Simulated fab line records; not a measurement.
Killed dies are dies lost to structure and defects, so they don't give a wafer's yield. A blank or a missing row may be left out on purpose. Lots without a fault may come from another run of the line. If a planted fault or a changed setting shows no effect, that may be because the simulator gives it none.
fab line records -- flow ritCmos -- part 1 of 2: steps 1 to 27 of 37
record lots=5, wafers=15, lastDay=8
route steps=202 shown PWELL@39 WELLDRIVE@50 NWELL@51 NRETRO@53 PRETRO@64 GATE@75
lots with no fault: from the same line, run without faults
startH: hours from the record's opening day to when the first of the lot's shown wafers began -- waitH: hours since the lot's step before -- " same as the row above -- L1.1+2: a row that stands for several wafers -- - no value, or no start was given -- * or withheld: withheld -- < > ~ a bound
route shown NAME@n: a module of which the file shows steps, and the number in the route of the first -- usual: mean and standard deviation over wafers with no fault -- same: alike in all rows -- chamber/n: place in a boat -- sites: the reading at each site -- _std_site: how widely they spread, as a standard deviation -- _edge_site: mean of outer sites minus mean of inner sites -- radiusMm: for every site, how far away it sits from the centre of the wafer -- mask NAME#n: copy n -- behind: the last tool/chamber to shape the wafer -- hold: why the lot was held/for how many hours/how that ended -- device: names the non-switching transistor (n, p or np) -- end of line: the tests these same wafers got at the end of their route -- a step given without rows: its recipe and nothing more -- killed: the dies lost at the first sort to structure and to defects; this is not the yield of the wafer -- map: dies across one wafer; x = killed, . = not, _ = none there
set.NAME: setting as actually run; set.NAME@STEP: the setting as run at that earlier step -- model.NAME: the simulator's own value behind a step, which no gauge read
lots at some steps of the route; a table a step, a row a wafer
services: when a tool's chamber went out of use (startH, in hours from the record's first day, below 0 if earlier), for how many hours, and the reason
## steps
# step RIT_PWELL_HMDS_00
# recipe primeTimeS=60, primeTempC=140
# usual resistLineTempC=22.99/0.1
# same primeTimeS=60
lot.wafer,tool,chamber,startH,waitH,resistLineTempC
L078.2,lithoTrack-01,0,42.93,0.1,22.90
L078.3,lithoTrack-01,0,42.93,0.1,22.98
L078.6,lithoTrack-01,0,42.93,0.1,22.92
L079.1,lithoTrack-02,0,45.99,0.1,22.88
L079.2,lithoTrack-02,0,45.99,0.1,22.88
L079.4,lithoTrack-02,0,45.99,0.1,22.84
L087.1,lithoTrack-01,0,87.41,0.1,23.02
L087.2,lithoTrack-01,0,87.41,0.1,23.05
L087.3,lithoTrack-01,0,87.41,0.1,23.02
L089.3,lithoTrack-03,0,98.15,0.1,22.92
L089.4,lithoTrack-03,0,98.15,0.1,22.88
L089.6,lithoTrack-03,0,98.15,0.1,23.05
L096.2,lithoTrack-03,0,133.75,0.1,22.94
L096.3,lithoTrack-03,0,133.75,0.1,23.05
L096.6,lithoTrack-03,0,133.75,0.1,22.88
# step RIT_PWELL_COAT_01
# recipe resist=NOVOLAK, spinRpm=2000, resistThkNm=1300
# usual resistLineTempC=23.00/0.1
lot.wafer,tool,chamber,startH,waitH,resistLineTempC
L078.2,lithoTrack-01,0,43.08,0.1,23.09
L078.3,lithoTrack-01,0,43.08,0.1,22.99
L078.6,lithoTrack-01,0,43.08,0.1,23.02
L079.1,lithoTrack-02,0,46.14,0.1,23.12
L079.2,lithoTrack-02,0,46.14,0.1,23.07
L079.4,lithoTrack-02,0,46.14,0.1,22.95
L087.1,lithoTrack-01,0,87.56,0.1,23.10
L087.2,lithoTrack-01,0,87.56,0.1,23.09
L087.3,lithoTrack-01,0,87.56,0.1,23.02
L089.3,lithoTrack-03,0,98.30,0.1,22.87
L089.4,lithoTrack-03,0,98.30,0.1,23.00
L089.6,lithoTrack-03,0,98.30,0.1,22.96
L096.2,lithoTrack-03,0,133.90,0.1,23.01
L096.3,lithoTrack-03,0,133.90,0.1,22.94
L096.6,lithoTrack-03,0,133.90,0.1,23.02
# step RIT_PWELL_SOFTBAKE_02
# recipe resist=NOVOLAK, tempC=90, timeS=60
# usual resistLineTempC=23.02/0.091
# same timeS=60
lot.wafer,tool,chamber,startH,waitH,resistLineTempC
L078.2,lithoTrack-01,0,43.23,0.1,22.83
L078.3,lithoTrack-01,0,43.23,0.1,23.10
L078.6,lithoTrack-01,0,43.23,0.1,22.97
L079.1,lithoTrack-02,0,46.29,0.1,23.06
L079.2,lithoTrack-02,0,46.29,0.1,23.13
L079.4,lithoTrack-02,0,46.29,0.1,23.02
L087.1,lithoTrack-01,0,87.71,0.1,22.92
L087.2,lithoTrack-01,0,87.71,0.1,23.09
L087.3,lithoTrack-01,0,87.71,0.1,23.01
L089.3,lithoTrack-03,0,98.45,0.1,23.07
L089.4,lithoTrack-03,0,98.45,0.1,23.12
L089.6,lithoTrack-03,0,98.45,0.1,23.17
L096.2,lithoTrack-03,0,134.05,0.1,22.93
L096.3,lithoTrack-03,0,134.05,0.1,22.91
L096.6,lithoTrack-03,0,134.05,0.1,23.01
# step RIT_PWELL_EXPOSE_03
# recipe maskId=M3, na=0.57, targetCdNm=43700, doseMj=250
# usual exposureDoseMJCm2=250.04/0.27, reticleTempC=22.99/0.09
lot.wafer,tool,chamber,startH,waitH,mask,exposureDoseMJCm2,reticleTempC
L078.2,ilineStepper-01,0,43.50,0.2,M3#0,250.29,22.96
L078.3,ilineStepper-01,0,43.50,0.2,M3#0,250.12,23.06
L078.6,ilineStepper-01,0,43.50,0.2,M3#0,250.44,23.00
L079.1,ilineStepper-02,0,46.57,0.2,M3#0,249.78,22.85
L079.2,ilineStepper-02,0,46.57,0.2,M3#0,250.03,22.95
L079.4,ilineStepper-02,0,46.57,0.2,M3#0,249.50,23.05
L087.1,ilineStepper-01,0,87.99,0.2,M3#0,250.20,23.00
L087.2,ilineStepper-01,0,87.99,0.2,M3#0,249.98,22.99
L087.3,ilineStepper-01,0,87.99,0.2,M3#0,250.12,22.91
L089.3,ilineStepper-02,0,98.71,0.2,M3#0,249.64,22.94
L089.4,ilineStepper-02,0,98.71,0.2,M3#0,249.92,23.11
L089.6,ilineStepper-02,0,98.71,0.2,M3#0,249.81,23.07
L096.2,ilineStepper-01,0,134.32,0.2,M3#0,249.97,23.10
L096.3,ilineStepper-01,0,134.32,0.2,M3#0,250.10,23.02
L096.6,ilineStepper-01,0,134.32,0.2,M3#0,250.04,23.01
# step RIT_PWELL_PEB_04
# recipe resist=NOVOLAK, tempC=withheld, timeS=withheld
# usual resistLineTempC=*
lot.wafer,tool,chamber,startH,waitH,resistLineTempC
L078.2,lithoTrack-03,0,43.62,0.1,*
L078.3,lithoTrack-03,0,43.62,0.1,*
L078.6,lithoTrack-03,0,43.62,0.1,*
L079.1,lithoTrack-02,0,46.68,0.1,*
L079.2,lithoTrack-02,0,46.68,0.1,*
L079.4,lithoTrack-02,0,46.68,0.1,*
L087.1,lithoTrack-01,0,88.10,0.1,*
L087.2,lithoTrack-01,0,88.10,0.1,*
L087.3,lithoTrack-01,0,88.10,0.1,*
L089.3,lithoTrack-03,0,98.84,0.1,*
L089.4,lithoTrack-03,0,98.84,0.1,*
L089.6,lithoTrack-03,0,98.84,0.1,*
L096.2,lithoTrack-03,0,134.44,0.1,*
L096.3,lithoTrack-03,0,134.44,0.1,*
L096.6,lithoTrack-03,0,134.44,0.1,*
# step RIT_PWELL_DEVELOP_05
# recipe resist=NOVOLAK, developTimeS=68, devTempC=23
# usual resistLineTempC=22.99/0.12
lot.wafer,tool,chamber,startH,waitH,resistLineTempC
L078.2,lithoTrack-03,0,-,-,22.99
L078.3,lithoTrack-03,0,-,-,22.96
L078.6,lithoTrack-03,0,-,-,23.18
L079.1,lithoTrack-02,0,-,-,22.85
L079.2,lithoTrack-02,0,-,-,22.89
L079.4,lithoTrack-02,0,-,-,22.87
L087.1,lithoTrack-01,0,-,-,22.98
L087.2,lithoTrack-01,0,-,-,22.87
L087.3,lithoTrack-01,0,-,-,22.96
L089.3,lithoTrack-03,0,-,-,23.07
L089.4,lithoTrack-03,0,-,-,22.89
L089.6,lithoTrack-03,0,-,-,22.93
L096.2,lithoTrack-03,0,-,-,22.72
L096.3,lithoTrack-03,0,-,-,22.85
L096.6,lithoTrack-03,0,-,-,22.93
# step RIT_PWELL_OVL_MEAS_06
# usual PWELL_OVL=-0.7/1.3
lot.wafer,tool,chamber,startH,waitH,PWELL_OVL[nm]
L078.2,overlay-01,-,43.92,-,0.1
L078.3,overlay-01,-,43.92,-,-0.3
L078.6,overlay-01,-,43.92,-,0.9
L079.1,overlay-01,-,47.00,-,-0.2
L079.2,overlay-01,-,47.00,-,1.0
L079.4,overlay-01,-,47.00,-,-0.1
L087.1,overlay-01,-,88.42,-,-1.7
L087.2,overlay-01,-,88.42,-,0.3
L087.3,overlay-01,-,88.42,-,-0.5
L089.3,overlay-01,-,99.11,-,-0.5
L089.4,overlay-01,-,99.11,-,-1.9
L089.6,overlay-01,-,99.11,-,-1.3
L096.2,overlay-01,-,134.74,-,1.5
L096.3,overlay-01,-,134.74,-,-1.6
L096.6,overlay-01,-,134.74,-,-1.4
# step RIT_PWELL_HARDBAKE_07
# recipe resist=NOVOLAK, tempC=140, timeS=120
# usual resistLineTempC=23.01/0.11
# same timeS=120
lot.wafer,tool,chamber,startH,waitH,resistLineTempC
L078.2,lithoTrack-02,0,43.99,0.1,22.91
L078.3,lithoTrack-02,0,43.99,0.1,23.05
L078.6,lithoTrack-02,0,43.99,0.1,22.96
L079.1,lithoTrack-03,0,47.08,0.1,22.88
L079.2,lithoTrack-03,0,47.08,0.1,22.82
L079.4,lithoTrack-03,0,47.08,0.1,22.99
L087.1,lithoTrack-01,0,88.45,0.0,23.05
L087.2,lithoTrack-01,0,88.45,0.0,23.09
L087.3,lithoTrack-01,0,88.45,0.0,22.89
L089.3,lithoTrack-02,0,99.22,0.1,23.03
L089.4,lithoTrack-02,0,99.22,0.1,23.02
L089.6,lithoTrack-02,0,99.22,0.1,23.05
L096.2,lithoTrack-02,0,134.81,0.1,22.91
L096.3,lithoTrack-02,0,134.81,0.1,23.13
L096.6,lithoTrack-02,0,134.81,0.1,23.05
# step RIT_PWELL_IMPLANT_08
# recipe species=B, energyKev=167.3, doseCm2=7e+13, tiltDeg=7
lot.wafer,tool,chamber,startH,waitH
L078.2+3+6,implanter-02,0,44.22,0.2
L079.1+2+4,implanter-02,0,47.33,0.2
L087.1+2+3,implanter-03,0,88.70,0.2
L089.3+4+6,implanter-03,0,99.44,0.2
L096.2+3+6,implanter-03,0,135.04,0.2
# step RIT_PWELL_STRIP_09
# recipe chemistry=O2, timeS=180, resist=NOVOLAK, platenTempC=withheld, powerW=500, pressureMtorr=4000, o2FlowSccm=4000
# usual chamberPressureMTorr=4000/3.9, drypumpMotorCurrentA=5.7/0.39
# same timeS=180
lot.wafer,tool,chamber,startH,waitH,chamberPressureMTorr,drypumpMotorCurrentA,rfHoursCounterH
L078.2,plasmaAsher-01,0,44.35,0.1,4004,5.7,37
L078.3,plasmaAsher-01,1,44.35,0.1,3996,5.3,-
L078.6,plasmaAsher-01,0,44.35,0.1,3994,5.7,-
L079.1,plasmaAsher-02,0,47.48,0.1,4002,6.4,42
L079.2,plasmaAsher-02,1,47.48,0.1,4002,5.4,42
L079.4,plasmaAsher-02,1,47.48,0.1,4002,5.4,-
L087.1,plasmaAsher-01,0,88.85,0.1,3999,5.7,43
L087.2,plasmaAsher-01,1,88.85,0.1,4004,5.3,43
L087.3,plasmaAsher-01,1,88.85,0.1,4005,5.3,-
L089.3,plasmaAsher-02,0,99.60,0.1,3994,6.4,-
L089.4,plasmaAsher-02,1,99.60,0.1,4004,5.5,-
L089.6,plasmaAsher-02,1,99.60,0.1,3995,5.4,-
L096.2,plasmaAsher-01,1,135.17,0.1,3998,5.3,48
L096.3,plasmaAsher-01,1,135.17,0.1,3999,5.3,-
L096.6,plasmaAsher-01,1,135.17,0.1,3992,5.3,-
# step RIT_PWELL_TW_MEAS_10
# usual PWELL_TW=955/6.1
lot.wafer,tool,chamber,startH,waitH,PWELL_TW
L078.2,filmMetro-01,-,44.53,0.1,948
L078.3,filmMetro-01,-,44.53,0.1,958
L078.6,filmMetro-01,-,44.53,0.1,953
L079.1,filmMetro-01,-,47.66,0.1,958
L079.2,filmMetro-01,-,47.66,0.1,956
L079.4,filmMetro-01,-,47.66,0.1,960
L087.1,filmMetro-01,-,89.03,0.1,950
L087.2,filmMetro-01,-,89.03,0.1,958
L087.3,filmMetro-01,-,89.03,0.1,950
L089.3,filmMetro-03,-,99.73,0.1,950
L089.4,filmMetro-03,-,99.73,0.1,952
L089.6,filmMetro-03,-,99.73,0.1,949
L096.2,filmMetro-01,-,135.35,0.1,954
L096.3,filmMetro-01,-,135.35,0.1,954
L096.6,filmMetro-01,-,135.35,0.1,948
# step RIT_WELLDRIVE_ANNEAL_00
# recipe tempC=1100, timeS=14700, ambient=N2
# same timeS=14700
lot.wafer,tool,chamber,startH,waitH
L078.2+3+6,furnace-01,0,44.59,0.0
L079.1+2+4,furnace-04,0,47.72,0.1
L087.1+2+3,furnace-03,0,89.09,0.1
L089.3+4+6,furnace-01,0,99.81,0.1
L096.2+3+6,furnace-04,0,139.12,3.8
# step RIT_WELLDRIVE_RS_MEAS_01
# recipe thkMeasGauge=four-point-probe
# usual NWELL_RS=275.4/0.72
lot.wafer,tool,chamber,startH,waitH,NWELL_RS[ohm/sq]
L078.2,filmMetro-03,-,49.69,0.0,275.1
L078.3,filmMetro-03,-,49.69,0.0,275.7
L078.6,filmMetro-03,-,49.69,0.0,274.8
L079.1,filmMetro-04,-,52.80,0.0,275.6
L079.2,filmMetro-04,-,52.80,0.0,275.2
L079.4,filmMetro-04,-,52.80,0.0,275.5
L087.1,filmMetro-04,-,94.17,0.0,276.9
L087.2,filmMetro-04,-,94.17,0.0,276.0
L087.3,filmMetro-04,-,94.17,0.0,275.6
L089.3,filmMetro-04,-,104.94,0.0,276.4
L089.4,filmMetro-04,-,104.94,0.0,275.1
L089.6,filmMetro-04,-,104.94,0.0,275.6
L096.2,filmMetro-04,-,144.22,0.0,276.4
L096.3,filmMetro-04,-,144.22,0.0,275.9
L096.6,filmMetro-04,-,144.22,0.0,275.6
# step RIT_WELLDRIVE_RS_MEAS_02
# recipe thkMeasGauge=four-point-probe
# usual PWELL_RS=429.9/1.3
lot.wafer,tool,chamber,startH,waitH,PWELL_RS[ohm/sq]
L078.2,filmMetro-03,-,49.81,0.1,430.8
L078.3,filmMetro-03,-,49.81,0.1,429.9
L078.6,filmMetro-03,-,49.81,0.1,430.1
L079.1,filmMetro-04,-,52.92,0.1,430.5
L079.2,filmMetro-04,-,52.92,0.1,429.7
L079.4,filmMetro-04,-,52.92,0.1,429.7
L087.1,filmMetro-04,-,94.29,0.1,429.8
L087.2,filmMetro-04,-,94.29,0.1,429.6
L087.3,filmMetro-04,-,94.29,0.1,430.2
L089.3,filmMetro-04,-,105.06,0.1,430.5
L089.4,filmMetro-04,-,105.06,0.1,430.4
L089.6,filmMetro-04,-,105.06,0.1,429.8
L096.2,filmMetro-04,-,144.34,0.1,430.1
L096.3,filmMetro-04,-,144.34,0.1,431.0
L096.6,filmMetro-04,-,144.34,0.1,431.2
# step RIT_NRETRO_HMDS_00
# recipe primeTimeS=60, primeTempC=140
# usual resistLineTempC=23.00/0.11
# same primeTimeS=60
lot.wafer,tool,chamber,startH,waitH,resistLineTempC
L078.2,lithoTrack-02,0,49.94,0.1,23.08
L078.3,lithoTrack-02,0,49.94,0.1,23.06
L078.6,lithoTrack-02,0,49.94,0.1,23.11
L079.1,lithoTrack-04,0,53.04,0.1,23.12
L079.2,lithoTrack-04,0,53.04,0.1,22.98
L079.4,lithoTrack-04,0,53.04,0.1,22.94
L087.1,lithoTrack-04,0,94.41,0.1,23.02
L087.2,lithoTrack-04,0,94.41,0.1,23.11
L087.3,lithoTrack-04,0,94.41,0.1,23.08
L089.3,lithoTrack-04,0,105.19,0.1,23.16
L089.4,lithoTrack-04,0,105.19,0.1,22.99
L089.6,lithoTrack-04,0,105.19,0.1,23.04
L096.2,lithoTrack-03,0,144.47,0.1,22.72
L096.3,lithoTrack-03,0,144.47,0.1,22.88
L096.6,lithoTrack-03,0,144.47,0.1,22.86
# step RIT_NRETRO_COAT_01
# recipe resist=NOVOLAK, spinRpm=2000, resistThkNm=1300
# usual resistLineTempC=22.98/0.1
lot.wafer,tool,chamber,startH,waitH,resistLineTempC
L078.2,lithoTrack-02,0,50.09,0.1,23.14
L078.3,lithoTrack-02,0,50.09,0.1,23.03
L078.6,lithoTrack-02,0,50.09,0.1,23.03
L079.1,lithoTrack-04,0,53.19,0.1,22.97
L079.2,lithoTrack-04,0,53.19,0.1,22.97
L079.4,lithoTrack-04,0,53.19,0.1,22.94
L087.1,lithoTrack-04,0,94.56,0.1,22.84
L087.2,lithoTrack-04,0,94.56,0.1,22.97
L087.3,lithoTrack-04,0,94.56,0.1,22.90
L089.3,lithoTrack-04,0,105.34,0.1,22.97
L089.4,lithoTrack-04,0,105.34,0.1,23.07
L089.6,lithoTrack-04,0,105.34,0.1,22.84
L096.2,lithoTrack-03,0,144.62,0.1,23.13
L096.3,lithoTrack-03,0,144.62,0.1,22.87
L096.6,lithoTrack-03,0,144.62,0.1,23.08
# step RIT_NRETRO_SOFTBAKE_02
# recipe resist=NOVOLAK, tempC=90, timeS=60
# usual resistLineTempC=23.02/0.1
# same timeS=60
lot.wafer,tool,chamber,startH,waitH,resistLineTempC
L078.2,lithoTrack-02,0,50.24,0.1,22.86
L078.3,lithoTrack-02,0,50.24,0.1,23.03
L078.6,lithoTrack-02,0,50.24,0.1,23.13
L079.1,lithoTrack-04,0,53.34,0.1,23.15
L079.2,lithoTrack-04,0,53.34,0.1,23.03
L079.4,lithoTrack-04,0,53.34,0.1,23.03
L087.1,lithoTrack-04,0,94.71,0.1,23.01
L087.2,lithoTrack-04,0,94.71,0.1,22.85
L087.3,lithoTrack-04,0,94.71,0.1,22.92
L089.3,lithoTrack-04,0,105.49,0.1,23.14
L089.4,lithoTrack-04,0,105.49,0.1,23.13
L089.6,lithoTrack-04,0,105.49,0.1,23.22
L096.2,lithoTrack-03,0,144.77,0.1,23.23
L096.3,lithoTrack-03,0,144.77,0.1,23.15
L096.6,lithoTrack-03,0,144.77,0.1,23.07
# step RIT_NRETRO_EXPOSE_03
# recipe maskId=M4, na=0.57, targetCdNm=43900, doseMj=250
# usual exposureDoseMJCm2=250.09/0.26, reticleTempC=22.99/0.11
lot.wafer,tool,chamber,startH,waitH,mask,exposureDoseMJCm2,reticleTempC
L078.2,ilineStepper-02,0,50.38,0.1,M4#0,250.33,23.18
L078.3,ilineStepper-02,0,50.38,0.1,M4#0,250.31,23.02
L078.6,ilineStepper-02,0,50.38,0.1,M4#0,250.02,23.08
L079.1,ilineStepper-01,0,53.62,0.2,M4#0,249.87,22.93
L079.2,ilineStepper-01,0,53.62,0.2,M4#0,249.84,23.07
L079.4,ilineStepper-01,0,53.62,0.2,M4#0,249.43,23.05
L087.1,ilineStepper-01,0,94.99,0.2,M4#0,249.59,23.12
L087.2,ilineStepper-01,0,94.99,0.2,M4#0,250.12,22.98
L087.3,ilineStepper-01,0,94.99,0.2,M4#0,250.27,22.91
L089.3,ilineStepper-01,0,105.63,0.1,M4#0,250.10,23.01
L089.4,ilineStepper-01,0,105.63,0.1,M4#0,249.93,23.09
L089.6,ilineStepper-01,0,105.63,0.1,M4#0,250.10,22.99
L096.2,ilineStepper-02,0,145.28,0.5,M4#0,249.64,23.16
L096.3,ilineStepper-02,0,145.28,0.5,M4#0,250.06,23.31
L096.6,ilineStepper-02,0,145.28,0.5,M4#0,249.99,23.12
# step RIT_NRETRO_PEB_04
# recipe resist=NOVOLAK, tempC=withheld, timeS=withheld
# usual resistLineTempC=*
lot.wafer,tool,chamber,startH,waitH,resistLineTempC
L078.2,lithoTrack-03,0,50.51,0.1,*
L078.3,lithoTrack-03,0,50.51,0.1,*
L078.6,lithoTrack-03,0,50.51,0.1,*
L079.1,lithoTrack-03,0,53.73,0.1,*
L079.2,lithoTrack-03,0,53.73,0.1,*
L079.4,lithoTrack-03,0,53.73,0.1,*
L087.1,lithoTrack-02,0,95.10,0.1,*
L087.2,lithoTrack-02,0,95.10,0.1,*
L087.3,lithoTrack-02,0,95.10,0.1,*
L089.3,lithoTrack-03,0,105.75,0.1,*
L089.4,lithoTrack-03,0,105.75,0.1,*
L089.6,lithoTrack-03,0,105.75,0.1,*
L096.2,lithoTrack-03,0,145.40,0.1,*
L096.3,lithoTrack-03,0,145.40,0.1,*
L096.6,lithoTrack-03,0,145.40,0.1,*
# step RIT_NRETRO_DEVELOP_05
# recipe resist=NOVOLAK, developTimeS=68, devTempC=22.39
# usual resistLineTempC=22.99/0.09
lot.wafer,tool,chamber,startH,waitH,resistLineTempC
L078.2,lithoTrack-03,0,-,-,23.00
L078.3,lithoTrack-03,0,-,-,22.96
L078.6,lithoTrack-03,0,-,-,23.05
L079.1,lithoTrack-03,0,-,-,22.91
L079.2,lithoTrack-03,0,-,-,22.95
L079.4,lithoTrack-03,0,-,-,22.84
L087.1,lithoTrack-02,0,-,-,22.89
L087.2,lithoTrack-02,0,-,-,22.94
L087.3,lithoTrack-02,0,-,-,22.90
L089.3,lithoTrack-03,0,-,-,23.03
L089.4,lithoTrack-03,0,-,-,23.02
L089.6,lithoTrack-03,0,-,-,23.01
L096.2,lithoTrack-03,0,-,-,22.96
L096.3,lithoTrack-03,0,-,-,22.90
L096.6,lithoTrack-03,0,-,-,23.08
# step RIT_NRETRO_OVL_MEAS_06
# usual NRETRO_OVL=1.3/1.3
lot.wafer,tool,chamber,startH,waitH,NRETRO_OVL[nm]
L078.2,overlay-01,-,50.80,-,4.2
L078.3,overlay-01,-,50.80,-,2.5
L078.6,overlay-01,-,50.80,-,0.5
L079.1,overlay-02,-,54.05,-,3.0
L079.2,overlay-02,-,54.05,-,2.4
L079.4,overlay-02,-,54.05,-,2.4
L087.1,overlay-01,-,95.42,-,0.9
L087.2,overlay-01,-,95.42,-,1.5
L087.3,overlay-01,-,95.42,-,-0.5
L089.3,overlay-01,-,106.03,-,-1.2
L089.4,overlay-01,-,106.03,-,-0.7
L089.6,overlay-01,-,106.03,-,-0.2
L096.2,overlay-02,-,145.69,-,2.8
L096.3,overlay-02,-,145.69,-,2.1
L096.6,overlay-02,-,145.69,-,-0.6
# step RIT_NRETRO_HARDBAKE_07
# recipe resist=NOVOLAK, tempC=140, timeS=120
# usual resistLineTempC=23.02/0.11
# same timeS=120
lot.wafer,tool,chamber,startH,waitH,resistLineTempC
L078.2,lithoTrack-04,0,50.87,0.1,23.07
L078.3,lithoTrack-04,0,50.87,0.1,23.09
L078.6,lithoTrack-04,0,50.87,0.1,23.07
L079.1,lithoTrack-03,0,54.08,0.0,22.87
L079.2,lithoTrack-03,0,54.08,0.0,23.01
L079.4,lithoTrack-03,0,54.08,0.0,22.70
L087.1,lithoTrack-04,0,95.45,0.0,22.96
L087.2,lithoTrack-04,0,95.45,0.0,22.88
L087.3,lithoTrack-04,0,95.45,0.0,22.94
L089.3,lithoTrack-03,0,106.14,0.1,23.04
L089.4,lithoTrack-03,0,106.14,0.1,22.95
L089.6,lithoTrack-03,0,106.14,0.1,22.98
L096.2,lithoTrack-03,0,145.77,0.1,22.96
L096.3,lithoTrack-03,0,145.77,0.1,22.93
L096.6,lithoTrack-03,0,145.77,0.1,23.11
# step RIT_NRETRO_IMPLANT_08
# recipe species=P, energyKev=70, doseCm2=1e+13, tiltDeg=7
lot.wafer,tool,chamber,startH,waitH
L078.2+3+6,implanter-02,0,51.11,0.2
L079.1+2+4,implanter-03,0,54.33,0.2
L087.1+2+3,implanter-02,0,95.70,0.2
L089.3+4+6,implanter-04,0,106.35,0.2
L096.2+3+6,implanter-04,0,146.00,0.2
# step RIT_NRETRO_STRIP_09
# recipe chemistry=O2, timeS=180, resist=NOVOLAK, platenTempC=withheld, powerW=500, pressureMtorr=4000, o2FlowSccm=4000
# usual chamberPressureMTorr=4000/3.4, drypumpMotorCurrentA=5.8/0.48
# same timeS=180
lot.wafer,tool,chamber,startH,waitH,chamberPressureMTorr,drypumpMotorCurrentA,rfHoursCounterH
L078.2,plasmaAsher-04,0,51.23,0.1,4002,5.2,27
L078.3,plasmaAsher-04,1,51.23,0.1,3996,5.4,-
L078.6,plasmaAsher-04,0,51.23,0.1,4000,5.2,-
L079.1,plasmaAsher-02,1,54.48,0.1,4001,5.4,43
L079.2,plasmaAsher-02,0,54.48,0.1,3996,6.4,43
L079.4,plasmaAsher-02,1,54.48,0.1,3997,5.4,-
L087.1,plasmaAsher-03,0,95.85,0.1,4000,6.2,43
L087.2,plasmaAsher-03,1,95.85,0.1,4001,6.1,43
L087.3,plasmaAsher-03,0,95.85,0.1,4001,6.2,-
L089.3,plasmaAsher-03,1,106.51,0.1,4002,6.1,-
L089.4,plasmaAsher-03,0,106.51,0.1,3999,6.2,-
L089.6,plasmaAsher-03,0,106.51,0.1,3998,6.2,-
L096.2,plasmaAsher-02,1,146.12,0.1,4000,5.4,2
L096.3,plasmaAsher-02,0,146.12,0.1,4003,6.4,-
L096.6,plasmaAsher-02,0,146.12,0.1,4000,6.4,-
# step RIT_NRETRO_TW_MEAS_10
# usual NRETRO_TW=1059/4.7
lot.wafer,tool,chamber,startH,waitH,NRETRO_TW
L078.2,filmMetro-04,-,51.42,0.1,1062
L078.3,filmMetro-04,-,51.42,0.1,1062
L078.6,filmMetro-04,-,51.42,0.1,1065
L079.1,filmMetro-02,-,54.66,0.1,1054
L079.2,filmMetro-02,-,54.66,0.1,1059
L079.4,filmMetro-02,-,54.66,0.1,1060
L087.1,filmMetro-04,-,96.03,0.1,1059
L087.2,filmMetro-04,-,96.03,0.1,1055
L087.3,filmMetro-04,-,96.03,0.1,1063
L089.3,filmMetro-04,-,106.65,0.1,1058
L089.4,filmMetro-04,-,106.65,0.1,1068
L089.6,filmMetro-04,-,106.65,0.1,1062
L096.2,filmMetro-02,-,146.31,0.1,1061
L096.3,filmMetro-02,-,146.31,0.1,1064
L096.6,filmMetro-02,-,146.31,0.1,1057
# step RIT_PRETRO_HMDS_00
# recipe primeTimeS=60, primeTempC=140
# usual resistLineTempC=22.96/0.096
# same primeTimeS=60
lot.wafer,tool,chamber,startH,waitH,resistLineTempC
L078.2,lithoTrack-04,0,51.49,0.1,22.95
L078.3,lithoTrack-04,0,51.49,0.1,22.81
L078.6,lithoTrack-04,0,51.49,0.1,23.01
L079.1,lithoTrack-01,0,54.72,0.1,22.93
L079.2,lithoTrack-01,0,54.72,0.1,23.10
L079.4,lithoTrack-01,0,54.72,0.1,23.02
L087.1,lithoTrack-03,0,96.09,0.1,22.83
L087.2,lithoTrack-03,0,96.09,0.1,22.88
L087.3,lithoTrack-03,0,96.09,0.1,22.94
L089.3,lithoTrack-01,0,106.74,0.1,23.03
L089.4,lithoTrack-01,0,106.74,0.1,22.96
L089.6,lithoTrack-01,0,106.74,0.1,22.80
L096.2,lithoTrack-03,0,146.38,0.1,23.13
L096.3,lithoTrack-03,0,146.38,0.1,22.94
L096.6,lithoTrack-03,0,146.38,0.1,23.03
# step RIT_PRETRO_COAT_01
# recipe resist=NOVOLAK, spinRpm=2000, resistThkNm=1300
# usual resistLineTempC=23.02/0.095
lot.wafer,tool,chamber,startH,waitH,resistLineTempC
L078.2,lithoTrack-04,0,51.64,0.1,22.93
L078.3,lithoTrack-04,0,51.64,0.1,23.01
L078.6,lithoTrack-04,0,51.64,0.1,23.12
L079.1,lithoTrack-01,0,54.87,0.1,22.92
L079.2,lithoTrack-01,0,54.87,0.1,22.83
L079.4,lithoTrack-01,0,54.87,0.1,22.88
L087.1,lithoTrack-03,0,96.24,0.1,22.91
L087.2,lithoTrack-03,0,96.24,0.1,23.09
L087.3,lithoTrack-03,0,96.24,0.1,23.01
L089.3,lithoTrack-01,0,106.89,0.1,23.16
L089.4,lithoTrack-01,0,106.89,0.1,23.04
L089.6,lithoTrack-01,0,106.89,0.1,23.00
L096.2,lithoTrack-03,0,146.53,0.1,23.13
L096.3,lithoTrack-03,0,146.53,0.1,23.12
L096.6,lithoTrack-03,0,146.53,0.1,23.15
